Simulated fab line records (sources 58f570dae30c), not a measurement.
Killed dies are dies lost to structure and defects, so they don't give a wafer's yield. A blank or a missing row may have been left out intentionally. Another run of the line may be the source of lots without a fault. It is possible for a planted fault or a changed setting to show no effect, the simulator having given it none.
The tool behind it: which one? / flow berkeley-cmos170 / 45 wafers from 15 lots sampled at 5 of the route's 331 steps

## WHAT EACH GAUGE READ, for each wafer
UCB170_PWELL_OVL_MEAS_13. Usual: PWELL_OVL 5 nm, standard deviation 4.7.
lot=L457; measured=day 3 08:26; on=overlay-02; PWELL_OVL (nm)=4 2 3; flag=
lot=L458; measured=day 3 19:56; on=overlay-01; PWELL_OVL (nm)=4 6 0; flag=
lot=L459; measured=day 4 03:05; on=overlay-02; PWELL_OVL (nm)=10 10 8; flag=
lot=L461; measured=day 4 08:08; on=overlay-02; PWELL_OVL (nm)=5 7 -1; flag=
lot=L465; measured=day 4 22:09; on=overlay-02; PWELL_OVL (nm)=6 3 12; flag=
lot=L463; measured=day 4 22:25; on=overlay-01; PWELL_OVL (nm)=10 8 6; flag=
lot=L464; measured=day 4 22:28; on=overlay-02; PWELL_OVL (nm)=3 6 4; flag=
lot=L466; measured=day 5 09:05; on=overlay-02; PWELL_OVL (nm)=6 4 -4; flag=
lot=L469; measured=day 5 18:16; on=overlay-01; PWELL_OVL (nm)=9 2 5; flag=
lot=L468; measured=day 5 18:32; on=overlay-02; PWELL_OVL (nm)=10 -2 -1; flag=
lot=L471; measured=day 6 06:04; on=overlay-02; PWELL_OVL (nm)=2 8 11; flag=
lot=L470; measured=day 6 06:32; on=overlay-01; PWELL_OVL (nm)=1 -5 -7; flag=
lot=L472; measured=day 6 13:25; on=overlay-02; PWELL_OVL (nm)=4 2 9; flag=
lot=L473; measured=day 6 19:20; on=overlay-01; PWELL_OVL (nm)=3 7 10; flag=
lot=L479; measured=day 8 19:11; on=overlay-01; PWELL_OVL (nm)=7 6 8; flag=

UCB170_SACOX_THK_MEAS_02. Usual: SACOX_OXIDE_THK 14.27 nm, standard deviation 0.24.
lot=L457; measured=day 5 08:22; on=film-metro-01; SACOX_OXIDE_THK (nm)=14.52 14.42 14.31; flag=
lot=L458; measured=day 6 05:57; on=film-metro-01; SACOX_OXIDE_THK (nm)=14.32 14.44 14.41; flag=
lot=L459; measured=day 6 17:17; on=film-metro-01; SACOX_OXIDE_THK (nm)=13.80 13.98 13.79; flag=
lot=L461; measured=day 6 17:18; on=film-metro-03; SACOX_OXIDE_THK (nm)=14.27 14.05 14.21; flag=
lot=L465; measured=day 7 16:47; on=film-metro-03; SACOX_OXIDE_THK (nm)=14.11 14.32 14.22; flag=
lot=L463; measured=day 7 16:42; on=film-metro-03; SACOX_OXIDE_THK (nm)=14.12 14.30 14.18; flag=
lot=L464; measured=day 7 16:42; on=film-metro-02; SACOX_OXIDE_THK (nm)=13.99 14.00 13.84; flag=
lot=L466; measured=day 7 23:28; on=film-metro-03; SACOX_OXIDE_THK (nm)=14.65 14.52 14.26; flag=
lot=L469; measured=day 8 07:53; on=film-metro-03; SACOX_OXIDE_THK (nm)=23.54 24.10 23.56 23.53 24.12 23.63; flag=OFF
lot=L468; measured=day 8 05:35; on=film-metro-02; SACOX_OXIDE_THK (nm)=13.80 13.89 13.84; flag=
lot=L471; measured=day 9 01:53; on=film-metro-03; SACOX_OXIDE_THK (nm)=14.22 14.36 14.33; flag=
lot=L470; measured=day 9 04:55; on=film-metro-01; SACOX_OXIDE_THK (nm)=22.55 23.26 21.87 22.54 23.27 21.92; flag=OFF
lot=L472; measured=day 9 11:55; on=film-metro-01; SACOX_OXIDE_THK (nm)=14.25 14.19 14.24; flag=
lot=L473; measured=day 9 11:56; on=film-metro-03; SACOX_OXIDE_THK (nm)=13.92 14.04 14.13; flag=
lot=L479; measured=day 11 15:05; on=film-metro-03; SACOX_OXIDE_THK (nm)=22.48 23.25 23.29 22.52 23.23 23.19; flag=OFF

UCB170_V1_CD_MEAS_12: the cd target is 700 nm. Usual: cd-nm at 699.9 nm, with a standard deviation of 1.3.
lot=L457; measured=day 8 04:43; on=cd-sem-01; cd-nm (nm)=701.1 701.7 701.1; flag=
lot=L458; measured=day 9 05:09; on=cd-sem-01; cd-nm (nm)=700.4 699.3 699.5; flag=
lot=L459; measured=day 9 19:50; on=cd-sem-01; cd-nm (nm)=702.8 701.7 702.1; flag=
lot=L461; measured=day 9 21:51; on=cd-sem-02; cd-nm (nm)=697.7 698.9 699.1; flag=
lot=L465; measured=day 10 03:48; on=cd-sem-01; cd-nm (nm)=701.3 699.6 699.9; flag=
lot=L463; measured=day 10 03:52; on=cd-sem-02; cd-nm (nm)=701.0 699.4 698.2; flag=
lot=L464; measured=day 10 03:38; on=cd-sem-01; cd-nm (nm)=699.4 699.6 699.2; flag=
lot=L466; measured=day 10 09:41; on=cd-sem-02; cd-nm (nm)=698.6 698.6 697.8; flag=
lot=L469; measured=day 10 20:29; on=cd-sem-02; cd-nm (nm)=699.1 699.3 699.2; flag=
lot=L468; measured=day 10 23:47; on=cd-sem-02; cd-nm (nm)=696.9 696.4 696.9; flag=
lot=L471; measured=day 11 18:54; on=cd-sem-02; cd-nm (nm)=699.5 701.4 700.7; flag=
lot=L470; measured=day 11 18:33; on=cd-sem-02; cd-nm (nm)=699.3 699.7 699.3; flag=
lot=L472; measured=day 12 03:59; on=cd-sem-01; cd-nm (nm)=698.3 699.8 698.9; flag=
lot=L473; measured=day 12 04:35; on=cd-sem-01; cd-nm (nm)=699.9 701.4 700.5; flag=
lot=L479; measured=day 14 19:47; on=cd-sem-01; cd-nm (nm)=700.5 700.5 701.1; flag=

## WHAT TOOL EACH LOT RAN ON (gives the tool, then ch and the chambers of the sampled wafers, and finally the start)
lot=L457; UCB170_SACOX_OXIDATION_01=furnace-04 ch 0, day 5 06:38; UCB170_SILICIDE_SPUTTER_01=pvd-sputter-02, day 7 10:20
lot=L458; UCB170_SACOX_OXIDATION_01=furnace-04 ch 0, day 6 04:17; UCB170_SILICIDE_SPUTTER_01=pvd-sputter-01, day 8 15:25
lot=L459; UCB170_SACOX_OXIDATION_01=furnace-02 ch 0, day 6 15:37; UCB170_SILICIDE_SPUTTER_01=pvd-sputter-01, day 9 09:19
lot=L461; UCB170_SACOX_OXIDATION_01=furnace-02 ch 0, day 6 15:37; UCB170_SILICIDE_SPUTTER_01=pvd-sputter-02, day 9 09:48
lot=L465; UCB170_SACOX_OXIDATION_01=furnace-02 ch 0, day 7 15:01; UCB170_SILICIDE_SPUTTER_01=pvd-sputter-02, day 9 13:40
lot=L463; UCB170_SACOX_OXIDATION_01=furnace-02 ch 0, day 7 15:01; UCB170_SILICIDE_SPUTTER_01=pvd-sputter-04, day 9 13:29
lot=L464; UCB170_SACOX_OXIDATION_01=furnace-02 ch 0, day 7 15:01; UCB170_SILICIDE_SPUTTER_01=pvd-sputter-01, day 9 13:29
lot=L466; UCB170_SACOX_OXIDATION_01=furnace-01 ch 0, day 7 21:48; UCB170_SILICIDE_SPUTTER_01=pvd-sputter-02, day 9 22:07
lot=L469; UCB170_SACOX_OXIDATION_01=furnace-02 ch 0, day 8 03:55 and furnace-04 ch 0, day 8 06:13; UCB170_SILICIDE_SPUTTER_01=pvd-sputter-01, day 10 05:47
lot=L468; UCB170_SACOX_OXIDATION_01=furnace-02 ch 0, day 8 03:55; UCB170_SILICIDE_SPUTTER_01=pvd-sputter-04, day 10 05:47
lot=L471; UCB170_SACOX_OXIDATION_01=furnace-04 ch 0, day 9 00:14; UCB170_SILICIDE_SPUTTER_01=pvd-sputter-02, day 11 02:23
lot=L470; UCB170_SACOX_OXIDATION_01=furnace-04 ch 0, day 9 00:14; UCB170_SILICIDE_SPUTTER_01=pvd-sputter-04, day 11 02:06
lot=L472; UCB170_SACOX_OXIDATION_01=furnace-01 ch 0, day 9 10:16; UCB170_SILICIDE_SPUTTER_01=pvd-sputter-04, day 11 12:04
lot=L473; UCB170_SACOX_OXIDATION_01=furnace-01 ch 0, day 9 10:16; UCB170_SILICIDE_SPUTTER_01=pvd-sputter-02, day 11 12:30
lot=L479; UCB170_SACOX_OXIDATION_01=furnace-02 ch 0, day 11 10:24; UCB170_SILICIDE_SPUTTER_01=pvd-sputter-01, day 14 04:28
- UCB170_SACOX_OXIDATION_01: target thk 14.4 nm, ox time 2400 s.
- UCB170_SILICIDE_SPUTTER_01: material Ti, target thk 30 nm, time 25 s.

## AS READ BY THE TOOLS THEMSELVES (means over the sampled wafers that have a number; for cases with no such wafer, the mark the record gives instead)
UCB170_SILICIDE_SPUTTER_01. Usual: cathode-dc-power-W 1500.0 W, standard deviation 0.27; throttle-valve-pct 30.1 %, standard deviation 0.93.
lot=L457; tool=pvd-sputter-02; cathode-dc-power-W (W)=1500.0; throttle-valve-pct (%)=31.1; flag=
lot=L458; tool=pvd-sputter-01; cathode-dc-power-W (W)=1500.3; throttle-valve-pct (%)=29.8; flag=
lot=L459; tool=pvd-sputter-01; cathode-dc-power-W (W)=1499.7; throttle-valve-pct (%)=29.7; flag=
lot=L461; tool=pvd-sputter-02; cathode-dc-power-W (W)=1499.9; throttle-valve-pct (%)=30.4; flag=
lot=L465; tool=pvd-sputter-02; cathode-dc-power-W (W)=1500.1; throttle-valve-pct (%)=30.7; flag=
lot=L463; tool=pvd-sputter-04; cathode-dc-power-W (W)=1499.8; throttle-valve-pct (%)=30.2; flag=
lot=L464; tool=pvd-sputter-01; cathode-dc-power-W (W)=1500.2; throttle-valve-pct (%)=29.6; flag=
lot=L466; tool=pvd-sputter-02; cathode-dc-power-W (W)=1500.1; throttle-valve-pct (%)=30.7; flag=
lot=L469; tool=pvd-sputter-01; cathode-dc-power-W (W)=1500.1; throttle-valve-pct (%)=29.6; flag=
lot=L468; tool=pvd-sputter-04; cathode-dc-power-W (W)=1500.1; throttle-valve-pct (%)=30.4; flag=
lot=L471; tool=pvd-sputter-02; cathode-dc-power-W (W)=1500.1; throttle-valve-pct (%)=31.2; flag=
lot=L470; tool=pvd-sputter-04; cathode-dc-power-W (W)=1500.2; throttle-valve-pct (%)=29.9; flag=
lot=L472; tool=pvd-sputter-04; cathode-dc-power-W (W)=1500.0; throttle-valve-pct (%)=30.2; flag=
lot=L473; tool=pvd-sputter-02; cathode-dc-power-W (W)=1500.2; throttle-valve-pct (%)=29.9; flag=
lot=L479; tool=pvd-sputter-01; cathode-dc-power-W (W)=1500.1; throttle-valve-pct (%)=29.8; flag=

## THE ANSWER, worked out from the rows above alone
Rule: lot off if the mean of its wafers having a number is beyond 3 standard deviations from the usual mean. Also off: a lot with no number at a reading for which 4 or more lots have one. All remaining lots with rows at the step are treated as sound. Order of review: gauges by route order, followed by the tools' own readings, for which a lot's mean as printed above is used. The first step at which some lot is off is used, and at that step the reading that is off furthest; a lot without a number counts as furthest.
Off: L469, L470, L479, seen at UCB170_SACOX_THK_MEAS_02 (SACOX_OXIDE_THK).
A tool fits if, at a process step before that reading, it ran every lot that is off, and no sound lot after the first of them. The gauges at UCB170_SACOX_THK_MEAS_02 are tried like those tools. No candidate that was tried fits.

## WHAT THE SIMULATOR HAD PUT IN
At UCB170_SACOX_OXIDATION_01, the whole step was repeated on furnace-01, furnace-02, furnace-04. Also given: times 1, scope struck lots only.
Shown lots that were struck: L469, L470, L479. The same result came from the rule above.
